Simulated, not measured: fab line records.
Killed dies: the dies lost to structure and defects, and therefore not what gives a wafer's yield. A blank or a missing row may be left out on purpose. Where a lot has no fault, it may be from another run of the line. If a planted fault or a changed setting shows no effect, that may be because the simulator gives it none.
Which tool was responsible? | flow berkeleyCmos170 | 7 lots with 21 wafers sampled at 3 steps, on a route of 331 steps

== WHAT THE GAUGES READ, wafer by wafer ==
UCB170_CONTACT_CD_MEAS_90: target cd 700 nm.
lot  | measured     | on       | cdNm (nm)
L814 | day 8 15:05  | cdSem-01 | 700.2 701.4 702.4
L817 | day 8 23:59  | cdSem-02 | 702.9 704.3 702.9
L820 | day 9 03:08  | cdSem-01 | 699.4 701.1 700.3
L826 | day 10 13:08 | cdSem-01 | 699.6 698.4 698.4
L825 | day 10 14:37 | cdSem-02 | 698.5 700.0 699.4
L832 | day 12 06:01 | cdSem-02 | 700.6 700.8 700.9
L836 | day 12 20:38 | cdSem-01 | 700.4 699.5 703.0

== TOOL THAT RAN EACH LOT (tool first, then ch and the chambers of the sampled wafers, then the start) ==
lot  | UCB170_BACKSIDE_STRIP_03            | UCB170_CONTACT_RTA_08
L814 | plasmaAsher-03 ch 0,1, day 8 09:16  | rtpAnneal-02 ch 0, day 8 13:37
L817 | plasmaAsher-04 ch 0,1, day 8 18:05  | rtpAnneal-01 ch 0, day 8 22:20
L820 | plasmaAsher-04 ch 0,1, day 8 20:56  | rtpAnneal-02 ch 0, day 9 01:41
L826 | plasmaAsher-02 ch 0,1, day 10 07:10 | rtpAnneal-01 ch 0, day 10 11:14
L825 | plasmaAsher-02 ch 0, day 10 07:47   | rtpAnneal-01 ch 0, day 10 12:34
L832 | plasmaAsher-04 ch 0,1, day 11 23:22 | rtpAnneal-02 ch 0, day 12 04:32
L836 | plasmaAsher-02 ch 0,1, day 12 12:06 | rtpAnneal-02 ch 0, day 12 17:39
- UCB170_BACKSIDE_STRIP_03: strips in O2.
- UCB170_CONTACT_RTA_08: time 10 s.

== THE ANSWER, worked out from the rows above alone ==
Rule: usual is defined by the lots themselves. Put in order of their means at a reading, lots are off if they are a third of the lots or fewer, leave a main group of 4 or more, and stand apart from it by a gap of 3 or more times the standard deviation of the main group's means; of several such gaps the widest counts. If all means in a main group match to the digits the tables above print for the reading, that group is not used. Also off: a lot with no number at a reading for which 4 or more lots have one. All remaining lots with rows at the step are treated as sound.
Nothing can be told from this: no lot is off at any reading shown.

== WHAT THE SIMULATOR HAD PUT IN ==
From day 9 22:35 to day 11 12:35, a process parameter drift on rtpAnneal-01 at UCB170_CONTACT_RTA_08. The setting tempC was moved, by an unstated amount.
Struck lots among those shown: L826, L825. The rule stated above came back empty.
